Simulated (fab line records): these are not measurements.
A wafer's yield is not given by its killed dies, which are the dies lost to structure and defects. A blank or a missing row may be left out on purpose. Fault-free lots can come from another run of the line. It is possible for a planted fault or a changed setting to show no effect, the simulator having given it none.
Lot-split experiment / flow rit-cmos / route with 202 steps; 5 lots, 23 wafers read

== THE SPLIT ==
At RIT_FOX1_OXIDATION_00 (target thk 350.7 nm, ox time 1130 s), the setting ox-time-s was moved away from the recipe's 1130 s on 15 of the 23 wafers read, by -7.3% to +14.2%. This setting was run at the recipe's value on the other wafers.

There is no step in the file separating the split from the reading.

== THE READING ==
FOX1_OXIDE_THK (nm), taken at RIT_FOX1_THK_MEAS_01. Fault-free wafers of this fab line usually give 348 nm, standard deviation 5.8 nm.

wafer=L077.1; tool, chamber at the split=-, -; ox-time-s as run, s=1130; against the recipe=recipe; FOX1_OXIDE_THK, nm=349; against lot-mates on the recipe=-
wafer=L077.3; tool, chamber at the split=-, -; ox-time-s as run, s=1130; against the recipe=recipe; FOX1_OXIDE_THK, nm=352; against lot-mates on the recipe=-
wafer=L077.4; tool, chamber at the split=-, -; ox-time-s as run, s=1130; against the recipe=recipe; FOX1_OXIDE_THK, nm=347; against lot-mates on the recipe=-
wafer=L077.5; tool, chamber at the split=-, -; ox-time-s as run, s=1130; against the recipe=recipe; FOX1_OXIDE_THK, nm=347; against lot-mates on the recipe=-
wafer=L077.6; tool, chamber at the split=-, -; ox-time-s as run, s=1130; against the recipe=recipe; FOX1_OXIDE_THK, nm=345; against lot-mates on the recipe=-
wafer=L080.1; tool, chamber at the split=-, -; ox-time-s as run, s=1047; against the recipe=-7.3%; FOX1_OXIDE_THK, nm=321; against lot-mates on the recipe=no lot-mate on the recipe
wafer=L080.2; tool, chamber at the split=-, -; ox-time-s as run, s=1047; against the recipe=-7.3%; FOX1_OXIDE_THK, nm=322; against lot-mates on the recipe=no lot-mate on the recipe
wafer=L080.4; tool, chamber at the split=-, -; ox-time-s as run, s=1047; against the recipe=-7.3%; FOX1_OXIDE_THK, nm=333; against lot-mates on the recipe=no lot-mate on the recipe
wafer=L080.5; tool, chamber at the split=-, -; ox-time-s as run, s=1047; against the recipe=-7.3%; FOX1_OXIDE_THK, nm=318; against lot-mates on the recipe=no lot-mate on the recipe
wafer=L080.6; tool, chamber at the split=-, -; ox-time-s as run, s=1047; against the recipe=-7.3%; FOX1_OXIDE_THK, nm=324; against lot-mates on the recipe=no lot-mate on the recipe
wafer=L082.1; tool, chamber at the split=furnace-03, 0; ox-time-s as run, s=1130; against the recipe=recipe; FOX1_OXIDE_THK, nm=347; against lot-mates on the recipe=-
wafer=L082.3; tool, chamber at the split=furnace-03, 0; ox-time-s as run, s=1130; against the recipe=recipe; FOX1_OXIDE_THK, nm=336; against lot-mates on the recipe=-
wafer=L082.6; tool, chamber at the split=furnace-03, 0; ox-time-s as run, s=1130; against the recipe=recipe; FOX1_OXIDE_THK, nm=340; against lot-mates on the recipe=-
wafer=L084.1; tool, chamber at the split=-, -; ox-time-s as run, s=1291; against the recipe=+14.2%; FOX1_OXIDE_THK, nm=382; against lot-mates on the recipe=no lot-mate on the recipe
wafer=L084.2; tool, chamber at the split=-, -; ox-time-s as run, s=1291; against the recipe=+14.2%; FOX1_OXIDE_THK, nm=379; against lot-mates on the recipe=no lot-mate on the recipe
wafer=L084.3; tool, chamber at the split=-, -; ox-time-s as run, s=1291; against the recipe=+14.2%; FOX1_OXIDE_THK, nm=384; against lot-mates on the recipe=no lot-mate on the recipe
wafer=L084.4; tool, chamber at the split=-, -; ox-time-s as run, s=1291; against the recipe=+14.2%; FOX1_OXIDE_THK, nm=382; against lot-mates on the recipe=no lot-mate on the recipe
wafer=L084.6; tool, chamber at the split=-, -; ox-time-s as run, s=1291; against the recipe=+14.2%; FOX1_OXIDE_THK, nm=381; against lot-mates on the recipe=no lot-mate on the recipe
wafer=L085.1; tool, chamber at the split=-, -; ox-time-s as run, s=1225; against the recipe=+8.4%; FOX1_OXIDE_THK, nm=362; against lot-mates on the recipe=no lot-mate on the recipe
wafer=L085.3; tool, chamber at the split=-, -; ox-time-s as run, s=1225; against the recipe=+8.4%; FOX1_OXIDE_THK, nm=362; against lot-mates on the recipe=no lot-mate on the recipe
wafer=L085.4; tool, chamber at the split=-, -; ox-time-s as run, s=1225; against the recipe=+8.4%; FOX1_OXIDE_THK, nm=365; against lot-mates on the recipe=no lot-mate on the recipe
wafer=L085.5; tool, chamber at the split=-, -; ox-time-s as run, s=1225; against the recipe=+8.4%; FOX1_OXIDE_THK, nm=362; against lot-mates on the recipe=no lot-mate on the recipe
wafer=L085.6; tool, chamber at the split=-, -; ox-time-s as run, s=1225; against the recipe=+8.4%; FOX1_OXIDE_THK, nm=369; against lot-mates on the recipe=no lot-mate on the recipe

THE FIT
A straight line over all 23 wafers: FOX1_OXIDE_THK changes by +2.61 nm for each +1% of ox-time-s; r = +0.98; the points scatter about the line by 4.4 nm.
Too few moved wafers have a lot-mate on the recipe to fit a line with each lot's own level taken away.

== THE WHOLE CHAIN: every reading that the file lists as answering this split, in the file's order ==
step=RIT_FOX1_OXIDATION_00; what it does=target thk 350.7 nm, ox time 1130 s; reading=SiO2_of_FOX1_OXIDATION_00.thk-nm (the simulator's own value, which no gauge read); change (the file's fit)=+2.63 nm for each +1% of the setting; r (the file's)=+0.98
step=RIT_FOX1_THK_MEAS_01; what it does=; reading=FOX1_OXIDE_THK; change (the file's fit)=+2.63 for each +1% of the setting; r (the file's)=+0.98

== THE FILE'S OWN FIT ==
FOX1_OXIDE_THK changes by +2.63 nm for each +1% of ox-time-s, r = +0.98.
